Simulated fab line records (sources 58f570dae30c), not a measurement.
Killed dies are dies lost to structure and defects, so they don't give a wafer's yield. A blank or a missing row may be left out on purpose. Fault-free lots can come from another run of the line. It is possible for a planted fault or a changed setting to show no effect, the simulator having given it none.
8D (eight disciplines) problem report, filled in by code | flow berkeley_cmos170 | the parts of the form that need people (team, actions taken, sign-off) are left out

== 1. THE ISSUE ==
At UCB170_M3_CD_MEAS_90, cd_nm averages 721 nm over 6 wafers from 3 lots, while fault-free wafers read 701 nm, standard deviation 3. That is +6.7 standard deviations from the usual mean.
The step: target cd 700 nm.
First observed at day 10 13:31: wafer L450.1, on cd_sem-01. The record holds 45 wafers of 15 lots with a number at this step. The rule behind "out" and "out of limits": a value lying over 4 standard deviations away from the usual mean. Any other wafer with a number is counted as sound.

== 2. WHAT IT IS AND WHAT IT IS NOT ==
question                    | is                                             | is not
which readings at this step | cd_nm                                          | -
which lots                  | L450, L452, L455                               | L440, L441, L442, L443, L444, L445, L446, L447, L456, L459, L460, L462
which wafers of those lots  | L450.1, L450.3, L450.6, L452.3, L452.6, L455.2 | L452.1, L455.1, L455.6
read on which gauges        | cd_sem-01                                      | cd_sem-02
when                        | from day 10 13:31                              | up to then (24 sound wafers); but 15 sound wafers of L452, L455, L456, L459, L460, L462 came after

== 3. SUSPECTS, AND WHAT RULES EACH OUT ==
Counting: a tool at a process step up to the reading stays a suspect if it ran every lot that is out. Sound lots after the first of them don't rule it out here, since some wafers of a struck lot are sound.
- the gauge at UCB170_M3_CD_MEAS_90 has been ruled out. All the wafers that are out were read on cd_sem-01, but those of them that UCB170_M3_METAL_ETCH_18 has rows for are out there too, on other tools.
- rie_metal-01 at UCB170_M3_METAL_ETCH_18 (etches Al in Cl2/BCl3, stops on SiO2, target depth 1170 nm, time 195 s): kept. It processed each lot that is out (first: L450, day 10 13:14); up to then, its last sound lot is L447 (day 9 17:30). Its own oes_product_au readings are out on those wafers.
- Within rie_metal-01 at UCB170_M3_METAL_ETCH_18: the wafers that are out ran in chamber 1; their sound lot-mates ran in chamber 0.
The count leaves rie_metal-01 at UCB170_M3_METAL_ETCH_18.

== 4. THE CAUSE (what the simulator had put in) ==
rie_metal-01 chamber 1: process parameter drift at UCB170_M3_METAL_ETCH_18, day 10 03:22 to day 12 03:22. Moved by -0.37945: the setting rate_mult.
Only this tool survived the counting.

== 5. THE EFFECT CHAIN, in route order ==
One row per reading whose mean, taken over the struck wafers that have a number, lies over 3 standard deviations from the usual. Readings are gone through only where the record gives a usual standard deviation; hours: the median, over the lots, of the time from a lot's start at the first step in this table giving one to that lot's start at this step; sigmas: the change measured in usual standard deviations.
hours | step                    | reading        | usual      | on struck wafers | change | sigmas
0     | UCB170_M3_METAL_ETCH_18 | oes_product_au | 0.854 a.u. | 0.760            | -0.094 | -6.7
0     | UCB170_M3_STRIP_19      | oes_product_au | 0.544 a.u. | 0.716            | +0.172 | +11
0     | UCB170_M3_CD_MEAS_90    | cd_nm          | 701 nm     | 721              | +20    | +6.7
Process steps it contains:
- UCB170_M3_METAL_ETCH_18: etches Al in Cl2/BCl3, stops on SiO2, target depth 1170 nm, time 195 s.
- UCB170_M3_STRIP_19: strips in O2.

== 6. WHAT WOULD HAVE CAUGHT IT SOONER ==
The first out-of-limits reading at a measuring or inspecting step in this record came at day 10 13:31, 10 hours after the fault's start at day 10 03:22.
At UCB170_M3_METAL_ETCH_18, the tool's own readings (oes_product_au) were out on each struck wafer the step has a row for, so an alarm limit on them would have fired on the first such wafer.
Lots out: 3; of these, L452, L455 started UCB170_M3_METAL_ETCH_18 on rie_metal-01 after day 10 13:31. A hold on the tool at that time would have spared those 2.
